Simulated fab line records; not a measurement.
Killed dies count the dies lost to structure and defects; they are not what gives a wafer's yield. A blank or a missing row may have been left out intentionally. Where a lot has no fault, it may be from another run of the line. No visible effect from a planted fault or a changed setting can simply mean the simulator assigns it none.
Comparing a struck lot with a sound one || flow ritCmos || 18 out of 202 route steps
Sound: wafers L835.2, L835.4, L835.5. Struck: wafers L844.1, L844.4, L844.6. Last of all comes the cause.
Per side, at each step with rows, come the tool, then ch with its chambers, and then its first start. Under that, the readings that differ: sound wafers || struck wafers || difference of the means || sigmas: that difference in standard deviations of wafers without a fault.
alike: readings with means less than 2 such deviations apart, plus words and numbers identical on both sides. not compared: withheld readings, readings lacking a value on some wafer, bounds such as >300 that could conceal the same value, and numbers that have no deviation in the record and whose values overlap.
Wherever a step has rows on one side only, a row that says differs or no value, or a row with sigmas, the two part there. When numbers do not overlap yet have no deviation, they are printed without sigmas and do not part them. A reading missing from all wafers of one side parts the sides only when that side holds two or more wafers.

first, 4 steps without rows for these wafers: RIT_NWELL_SOFTBAKE_02 (time 60 s); RIT_NWELL_EXPOSE_03 (exposes mask M2, target cd 43900 nm); RIT_NWELL_PEB_04; RIT_NWELL_DEVELOP_05 (develop time 68 s).
RIT_NWELL_OVL_MEAS_06:
  sound on overlay-01 at day 2 01:58; struck on overlay-02 at day 3 22:18
  alike: NWELL_OVL
then, 2 steps without rows for these wafers: RIT_NWELL_HARDBAKE_07 (time 120 s); RIT_NWELL_IMPLANT_08.
RIT_NWELL_STRIP_09: strips in O2, time 180 s.
  sound on plasmaAsher-02 ch 0,1, day 2 02:23; struck on plasmaAsher-04 ch 0, day 3 22:44
  alike: drypumpMotorCurrentA
  not compared: rfHoursCounterH
RIT_NWELL_TW_MEAS_10:
  sound on filmMetro-04 at day 2 02:35; struck on filmMetro-03 at day 3 22:55
{"reading": "NWELL_TW", "sound": "2157 2165 2171", "struck": "2138 2139 2129", "difference": -29, "sigmas": -2}
then, 3 steps without rows for these wafers: RIT_PWELL_HMDS_00 (prime time 60 s); RIT_PWELL_COAT_01 (resist thk 1300 nm); RIT_PWELL_SOFTBAKE_02 (time 60 s).
RIT_PWELL_EXPOSE_03: exposes mask M3, target cd 43700 nm.
  sound on ilineStepper-02 ch 0, day 2 03:13; struck on ilineStepper-01 ch 0, day 3 23:33
{"reading": "model.PWELL.overlayXNm (nm)", "sound": "-0.747 -0.747 -0.747", "struck": "240.1 240.1 240.1", "difference": "+240.8", "sigmas": ""}
  alike: mask
then, 2 steps without rows for these wafers: RIT_PWELL_PEB_04; RIT_PWELL_DEVELOP_05 (develop time 68 s).
RIT_PWELL_OVL_MEAS_06:
  sound on overlay-01 at day 2 03:38; struck on overlay-01 at day 3 23:59
{"reading": "PWELL_OVL (nm)", "sound": "-3.1 -2.0 -2.2", "struck": "239.8 242.2 241.8", "difference": "+243.7", "sigmas": "+99 or more"}
then, 1 step without rows for these wafers: RIT_PWELL_HARDBAKE_07 (time 120 s).
RIT_M1_PROBE_99:
  sound on prober-02 at day 3 20:26; struck on prober-02 at day 5 11:48
{"reading": "model.etest.wellEdgeLeft.lineOhmUm", "sound": "182.4 179.6 183", "struck": "203.7 200.8 204.1", "difference": "+21.2", "sigmas": ""}
{"reading": "model.etest.wellEdgeRight.lineOhmUm", "sound": "181.2 181.3 180.9", "struck": "167.9 165.5 167.2", "difference": -14.3, "sigmas": ""}
{"reading": "model.etest.isoNwellNwell.bvV (V)", "sound": "22.27 21.99 22.14", "struck": "20.79 20.78 20.84", "difference": -1.33, "sigmas": ""}
  alike: killedAtContacts, killedAtFrontEnd, killedDies, killedOpen, killedShort

== WHERE THEY PART ==
Last at RIT_PWELL_OVL_MEAS_06 as far as this record goes, first at RIT_NWELL_TW_MEAS_10. Later steps at which nothing parts them and some readings are alike: RIT_M1_PROBE_99.

WHY: the cause the simulator had injected
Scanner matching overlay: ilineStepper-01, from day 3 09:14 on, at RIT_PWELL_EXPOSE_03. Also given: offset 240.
